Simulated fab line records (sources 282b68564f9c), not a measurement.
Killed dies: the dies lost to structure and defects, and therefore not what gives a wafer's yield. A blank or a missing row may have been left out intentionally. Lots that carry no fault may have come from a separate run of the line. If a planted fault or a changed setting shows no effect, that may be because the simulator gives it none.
Problem report in the 8D (eight disciplines) form, filled by code | flow rit_cmos | the parts of the form that need people (team, actions taken, sign-off) are left out

## 1. THE PROBLEM
Mean of heater_power_total_W at RIT_PWELL_HARDBAKE_07: 53.91 W across 6 wafers in 2 lots; on wafers with no fault it is 52.02 W (standard deviation 0.068). Measured from the usual mean, that is +28 standard deviations.
The step: time 120 s.
The first sign was on wafer L251.2 at day 4 03:28, on litho_track-02. The record holds 42 wafers of 14 lots with a number at this step. Rule for "out", or "out of limits": more than 4 standard deviations from the usual mean. Any other wafer with a number is counted as sound.

## 2. WHAT IT IS; WHAT IT IS NOT
question                    | is                                 | is not
which readings at this step | heater_power_total_W, plate_temp_C | -
which lots                  | L251, L252                         | L241, L243, L244, L247, L253, L255, L256, L257, L258, L259, L261, L262
which wafers of those lots  | all that have a number             | -
read on which tools         | litho_track-02                     | litho_track-01, litho_track-04
when                        | from day 4 03:28                   | up to then (12 sound wafers); but 24 sound wafers of L253, L255, L256, L257, L258, L259, L261, L262 came after

## 3. SUSPECTS, AND WHAT RULES EACH OUT
Counting: a tool stays on the suspect list if, at a process step up to the reading, it processed all lots that are out and no sound lot following the first of them.
- litho_track-02 at RIT_PWELL_HARDBAKE_07 (time 120 s): kept. Every lot that is out went through it, starting with L251 (day 4 03:28), and after that it ran no sound lot; the last sound lot it ran before then is L244 (day 2 15:22). On those wafers its own readings are out: heater_power_total_W, plate_temp_C.
Remaining after the count: litho_track-02 at RIT_PWELL_HARDBAKE_07.

## 4. THE CAUSE (what the simulator had put in)
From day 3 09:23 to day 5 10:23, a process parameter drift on litho_track-02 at RIT_PWELL_HARDBAKE_07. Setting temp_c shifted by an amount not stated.
The count eliminated every tool but this one.

## 5. THE EFFECT CHAIN, in route order
One row per reading whose mean, taken over the struck wafers that have a number, lies over 3 standard deviations from the usual. Scope: only readings with a usual standard deviation given in the record; hours: median across lots of the time from each lot's start at the first step in this table that gives one to its start at this step; sigmas: change in usual standard deviations.
hours | step                  | reading              | usual    | on struck wafers | change | sigmas
0     | RIT_PWELL_HARDBAKE_07 | heater_power_total_W | 52.02 W  | 53.91            | +1.89  | +28
0     | RIT_PWELL_HARDBAKE_07 | plate_temp_C         | 139.98 C | 143.78           | +3.80  | +27
Process steps it contains:
- RIT_PWELL_HARDBAKE_07: time 120 s.

## 6. HOW IT WOULD HAVE BEEN CAUGHT EARLIER
In this record no reading fell out of limits until day 4 03:28, 18 hours after the fault had begun at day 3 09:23.
